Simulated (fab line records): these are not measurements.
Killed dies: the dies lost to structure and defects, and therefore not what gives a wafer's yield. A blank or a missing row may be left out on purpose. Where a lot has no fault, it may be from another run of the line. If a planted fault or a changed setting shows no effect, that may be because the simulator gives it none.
The same fault as seen by 2 desks || flow berkeley-cmos170 || each desk holds nothing but its own numbers, with what lay behind them at the end

## TOOL OWNER'S DESK, rie-diel-02
The tool's own readings at UCB170_M3_ETCH_17 (etches BARC in N2/H2): means of the sampled wafers that have a number, for each lot that ran on this tool. Any lot whose mean is over 4 standard deviations away from the usual mean is out of limits and marked OUT; that distance is given in the brackets.
Columns: A = drypump-motor-current-A at UCB170_M3_ETCH_17, usual 5.8 A; B = oes-product-au at UCB170_M3_ETCH_17, usual 1.005 a.u.; C = throttle-valve-pct at UCB170_M3_ETCH_17, usual 13.28 %
{"lot": "L431", "first seen here": "day 7 22:11", "A": 5.7, "B": 0.988, "C": 13.18}
{"lot": "L434", "first seen here": "day 8 13:37", "A": 5.8, "B": 1.002, "C": 13.29}
{"lot": "L447", "first seen here": "day 11 17:49", "A": 6.0, "B": "1.256 (+13) OUT", "C": 13.33}
{"lot": "L449", "first seen here": "day 12 17:01", "A": 5.7, "B": "1.264 (+13) OUT", "C": 13.19}
Finding of this desk: L447, L449 out of limits; the first was L447 at day 11 17:49, on oes-product-au at UCB170_M3_ETCH_17. L431, L434: within limits.

## FROM THE METROLOGY DESK
Lot by lot, what the gauges showed, no matter which tool ran the lot: averages of those sampled wafers that carry a number. Any lot whose mean is over 4 standard deviations away from the usual mean is out of limits and marked OUT; that distance is given in the brackets.
Columns: A = M3_AL_RS at UCB170_M3_RS_MEAS_02, usual 0.0323 ohm/sq; B = cd-nm at UCB170_M3_CD_MEAS_90, usual 700.2 nm
{"lot": "L432", "first seen here": "day 7 19:40", "A": 0.0324, "B": 699.9}
{"lot": "L431", "first seen here": "day 7 20:06", "A": 0.0328, "B": 701.8}
{"lot": "L430", "first seen here": "day 7 20:24", "A": 0.0333, "B": 700.2}
{"lot": "L434", "first seen here": "day 8 11:40", "A": 0.0319, "B": 700.1}
{"lot": "L433", "first seen here": "day 8 23:02", "A": 0.0321, "B": 703.0}
{"lot": "L438", "first seen here": "day 9 07:56", "A": 0.0322, "B": 699.6}
{"lot": "L440", "first seen here": "day 9 23:34", "A": 0.0319, "B": 697.7}
{"lot": "L439", "first seen here": "day 10 00:03", "A": 0.0321, "B": 699.2}
{"lot": "L442", "first seen here": "day 10 08:40", "A": 0.0328, "B": 697.7}
{"lot": "L448", "first seen here": "day 11 15:23", "A": 0.0328, "B": 700.4}
{"lot": "L447", "first seen here": "day 11 15:43", "A": 0.0330, "B": 695.8}
{"lot": "L452", "first seen here": "day 12 13:42", "A": 0.0320, "B": 698.6}
{"lot": "L453", "first seen here": "day 12 13:58", "A": 0.0328, "B": 700.4}
{"lot": "L449", "first seen here": "day 12 14:33", "A": 0.0322, "B": 699.8}
This desk found nothing out of limits on any of the 14 lots.

## BROUGHT TOGETHER
On L447, L449, at day 11 17:49, an alarm was possible from the tool owner's desk.
The metrology desk saw nothing out of limits.
The metrology desk has L447, L449 on record, within its limits.
The lots listed all ran UCB170_M3_ETCH_17 on rie-diel-02.

## WHAT THE SIMULATOR PUT IN
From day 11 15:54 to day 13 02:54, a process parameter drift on rie-diel-02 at UCB170_M3_ETCH_17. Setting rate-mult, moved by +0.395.
Lots struck among those shown: L447, L449.
How many hours passed from the start of the fault until each desk's first out-of-limits reading: the tool owner's desk, 2.
